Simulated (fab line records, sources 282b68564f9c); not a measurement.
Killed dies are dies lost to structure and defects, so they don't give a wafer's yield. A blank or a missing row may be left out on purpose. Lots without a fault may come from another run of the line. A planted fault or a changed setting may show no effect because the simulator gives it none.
A struck lot beside a sound one | flow rit_cmos | 15 steps out of a route of 202
Sound: wafers L999.3, L999.4, L999.6. Struck: wafers L990.4, L990.5, L990.6. The cause comes at the end.
At each step with rows: each side's tool, then ch and its chambers, then its first start. Under that, the readings that differ: sound wafers | struck wafers | difference of the means | sigmas: that difference in standard deviations of wafers without a fault.
alike: readings whose means differ by less than 2 such deviations, and words and numbers that are the same on both sides. not compared: withheld readings, readings that some wafer has no value for, bounds like >300 that may hide the same value, and numbers for which the record gives no deviation and whose values overlap.
The two part at a step that has a row with sigmas, a row that says differs or no value, or rows on one side only. Numbers that don't overlap but have no deviation are shown without sigmas and don't part them. A reading that every wafer of one side lacks parts them only if that side has two wafers or more.

first, 6 steps without rows for these wafers: RIT_CONTACT_HMDS_02 (prime time 60 s); RIT_CONTACT_COAT_03 (resist thk 1000 nm); RIT_CONTACT_SOFTBAKE_04 (time 60 s); RIT_CONTACT_EXPOSE_05 (exposes mask M11, target cd 1000 nm); RIT_CONTACT_PEB_06; RIT_CONTACT_DEVELOP_07 (develop time 123 s).
RIT_CONTACT_CD_MEAS_08: target cd 1000 nm.
  sound on cd_sem-01, day 6 22:57; struck on cd_sem-02, day 4 15:59
  alike: cd_nm
RIT_CONTACT_OVL_MEAS_09:
  sound on overlay-02, day 6 23:02; struck on overlay-02, day 4 16:04
  alike: CONTACT_OVL
then, 1 step without rows for these wafers: RIT_CONTACT_HARDBAKE_10 (time 60 s).
RIT_CONTACT_ETCH_11: etches SiO2 in CHF3/CF4/Ar, stops on TiSi2, target depth 480 nm, time 320 s.
  sound on rie_diel-03 ch 1,2, day 6 23:22; struck on rie_diel-04 ch 2,3, day 4 16:14
  alike: CHF3_flow_sccm, drypump_motor_current_A, mfc_ar_sccm, oes_product_au, rf_fwd_power_W, throttle_valve_pct
  not compared: rf_hours_counter_h
RIT_CONTACT_STRIP_12: strips in O2, time 180 s.
  sound on plasma_asher-02 ch 0,1, day 6 23:37; struck on plasma_asher-01 ch 0,1, day 4 16:29
  alike: drypump_motor_current_A
  not compared: rf_hours_counter_h
RIT_CONTACT_CD_MEAS_90: target cd 1000 nm.
  sound on cd_sem-02, day 6 23:46; struck on cd_sem-01, day 4 16:40
  alike: cd_nm
RIT_CONTACT_CLEAN_13: cleans in SC1, time 600 s.
  sound on wet_bench-02 ch 1, day 6 23:51; struck on wet_bench-03 ch 1, day 4 16:43
  no value came back on the struck wafers for bath_guard_temp_C (C), bath_heat_duty_pct (%); on the sound wafers bath_guard_temp_C (C) reads 74.5 74.5 74.7
then, 1 step without rows for these wafers: RIT_CONTACT_CLEAN_14 (cleans in SC2, time 600 s).
RIT_M1_PROBE_99:
  sound on prober-02, day 7 04:19; struck on prober-01, day 4 21:23
  reading     | sound | struck | difference | sigmas
  killed_open | 2 2 2 | 6 6 7  | +4         | +2
  alike: killed_at_contacts, killed_at_front_end, killed_dies, killed_short

WHERE THEY PART
First at RIT_CONTACT_CLEAN_13; last, within this record, at RIT_M1_PROBE_99.

WHY: what the simulator had put in
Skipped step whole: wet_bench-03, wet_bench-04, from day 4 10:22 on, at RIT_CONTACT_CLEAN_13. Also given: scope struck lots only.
